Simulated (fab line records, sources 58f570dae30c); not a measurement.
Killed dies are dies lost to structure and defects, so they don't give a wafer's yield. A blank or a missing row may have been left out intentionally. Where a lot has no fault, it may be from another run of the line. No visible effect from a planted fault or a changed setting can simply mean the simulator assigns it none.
What tool caused it? + flow berkeley cmos170 + 9 lots, 27 wafers sampled, at 5 steps of a route of 331

## WHAT EACH GAUGE READ, for each wafer
UCB170_PWELL_THK_MEAS_06. Usual: PWELL_NITRIDE_THK typically reads 220.5 nm, with standard deviation 1.8.
| lot  | measured    | on            | PWELL_NITRIDE_THK (nm) | flag |
|------|-------------|---------------|------------------------|------|
| L856 | day 3 01:37 | film metro-04 | 224.6 223.5 224.1      |      |
| L857 | day 3 01:37 | film metro-02 | 222.8 223.4 222.1      |      |
| L858 | day 3 11:08 | film metro-02 | 223.8 222.6 222.7      |      |
| L867 | day 5 10:01 | film metro-04 | 161.0 161.4 161.3      | OFF  |
| L868 | day 5 10:01 | film metro-02 | 160.5 158.0 159.1      | OFF  |
| L869 | day 5 17:59 | film metro-04 | 220.4 221.2 219.9      |      |
| L870 | day 5 17:59 | film metro-01 | 217.3 220.6 218.7      |      |
| L872 | day 6 11:17 | film metro-01 | 220.0 220.6 217.7      |      |
| L878 | day 7 19:46 | film metro-01 | 218.7 221.3 219.0      |      |

UCB170_PFIELD_OVL_MEAS_06. Usual: PFIELD_OVL typically reads -1 nm, with standard deviation 5.1.
| lot  | measured    | on         | PFIELD_OVL (nm) | flag |
|------|-------------|------------|-----------------|------|
| L856 | day 4 08:44 | overlay-01 | -3 -3 6         |      |
| L857 | day 4 09:20 | overlay-01 | -5 -2 -6        |      |
| L858 | day 4 14:32 | overlay-02 | 0 -2 -4         |      |
| L867 | day 6 18:40 | overlay-01 | -2 -6 -8        |      |
| L868 | day 6 18:49 | overlay-02 | 8 8 5           |      |
| L869 | day 7 03:38 | overlay-01 | -3 4 3          |      |
| L870 | day 7 02:49 | overlay-01 | -2 -1 -2        |      |
| L872 | day 7 15:33 | overlay-01 | -7 -9 -4        |      |
| L878 | day 9 01:49 | overlay-01 | -6 0 2          |      |

UCB170_GATE_OVL_MEAS_13. Usual: GATE_OVL typically reads -1 nm, with standard deviation 4.7.
| lot  | measured     | on         | GATE_OVL (nm) | flag |
|------|--------------|------------|---------------|------|
| L856 | day 5 22:46  | overlay-01 | -2 3 4        |      |
| L857 | day 5 22:48  | overlay-02 | -4 -4 -1      |      |
| L858 | day 6 11:31  | overlay-02 | -3 -3 -4      |      |
| L867 | day 8 08:38  | overlay-01 | -8 5 -7       |      |
| L868 | day 8 09:02  | overlay-01 | 1 -2 3        |      |
| L869 | day 9 01:35  | overlay-01 | 3 5 3         |      |
| L870 | day 9 01:28  | overlay-02 | 0 1 -5        |      |
| L872 | day 9 12:16  | overlay-01 | 3 5 2         |      |
| L878 | day 11 06:20 | overlay-02 | 4 -2 -1       |      |

## TOOL THAT RAN EACH LOT (tool first, then ch and the chambers of the sampled wafers, then the start)
| lot  | UCB170_PWELL_CVD_05        | UCB170_PWELL_ETCH_14              |
|------|----------------------------|-----------------------------------|
| L856 | lpcvd-01 ch 0, day 2 23:41 | rie diel-04 ch 0,2,3, day 3 02:53 |
| L857 | lpcvd-01 ch 0, day 2 23:41 | rie diel-01 ch 0,1,2, day 3 03:02 |
| L858 | lpcvd-01 ch 0, day 3 08:15 | rie diel-01 ch 1,2, day 3 12:22   |
| L867 | lpcvd-01 ch 0, day 5 08:05 | rie diel-01 ch 0,2,3, day 5 11:44 |
| L868 | lpcvd-01 ch 0, day 5 08:05 | rie diel-02 ch 2,3, day 5 11:55   |
| L869 | lpcvd-02 ch 1, day 5 16:04 | rie diel-01 ch 1,2, day 5 19:46   |
| L870 | lpcvd-02 ch 1, day 5 16:04 | rie diel-01 ch 1,2,3, day 5 20:01 |
| L872 | lpcvd-02 ch 1, day 6 09:23 | rie diel-04 ch 0,2, day 6 12:14   |
| L878 | lpcvd-02 ch 1, day 7 16:53 | rie diel-02 ch 2,3, day 7 20:52   |
- UCB170_PWELL_CVD_05: deposits Si3N4 from SiH2Cl2/NH3, target thk 220 nm, time 3300 s.
- UCB170_PWELL_ETCH_14: etches Si3N4 in CH3F/Ar/O2, stops on SiO2, target depth 242 nm, time 151 s.

## AS READ BY THE TOOLS THEMSELVES (means over the sampled wafers that have a number; for cases with no such wafer, the mark the record gives instead)
UCB170_PWELL_ETCH_14. Usual: drypump motor current A 5.9 A, standard deviation 0.43; oes product au 0.939 a.u., standard deviation 0.0089; throttle valve pct 8.06 %, standard deviation 0.13.
| lot  | tool        | drypump motor current A (A) | oes product au (a.u.) | throttle valve pct (%) | flag |
|------|-------------|-----------------------------|-----------------------|------------------------|------|
| L856 | rie diel-04 | 6.1                         | 0.947                 | 8.25                   |      |
| L857 | rie diel-01 | 5.7                         | 0.940                 | 7.99                   |      |
| L858 | rie diel-01 | 5.8                         | 0.940                 | 7.94                   |      |
| L867 | rie diel-01 | 5.6                         | 0.789                 | 8.04                   | OFF  |
| L868 | rie diel-02 | 6.2                         | 0.784                 | 7.93                   | OFF  |
| L869 | rie diel-01 | 5.8                         | 0.937                 | 7.93                   |      |
| L870 | rie diel-01 | 5.5                         | 0.934                 | 7.96                   |      |
| L872 | rie diel-04 | 6.0                         | 0.938                 | 8.27                   |      |
| L878 | rie diel-02 | 6.5                         | 0.938                 | 7.97                   |      |

## THE ANSWER, worked out from the rows above alone
Rule: lot off if the mean of its wafers having a number is beyond 3 standard deviations from the usual mean. A lot without any number at a reading at which 4 lots or more have one is off too. All remaining lots with rows at the step are treated as sound. First the gauges in route order, then the tools' own readings, where a lot's mean is used as printed above. The first step at which some lot is off is used, and at that step the reading that is off furthest; a lot without a number counts as furthest.
Off: L867, L868, at UCB170_PWELL_THK_MEAS_06 (PWELL_NITRIDE_THK).
A tool fits if, at a process step before that reading, it ran every lot that is off, and no sound lot after the first of them. The gauges at UCB170_PWELL_THK_MEAS_06 aren't tried: what is off there is off at UCB170_PWELL_ETCH_14 too, on other tools, and a gauge's error can't cause that. One candidate fits, namely lpcvd-01 at UCB170_PWELL_CVD_05. Its last sound lot is L858 (day 3 08:15), its first lot that is off L867 (day 5 08:05): a fault that began between those two fits.

## WHAT THE SIMULATOR PUT IN
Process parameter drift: lpcvd-01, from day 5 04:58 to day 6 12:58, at UCB170_PWELL_CVD_05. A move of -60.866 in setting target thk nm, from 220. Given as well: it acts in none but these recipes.
Struck lots among those shown: L867, L868. The rule above reached the same finding.
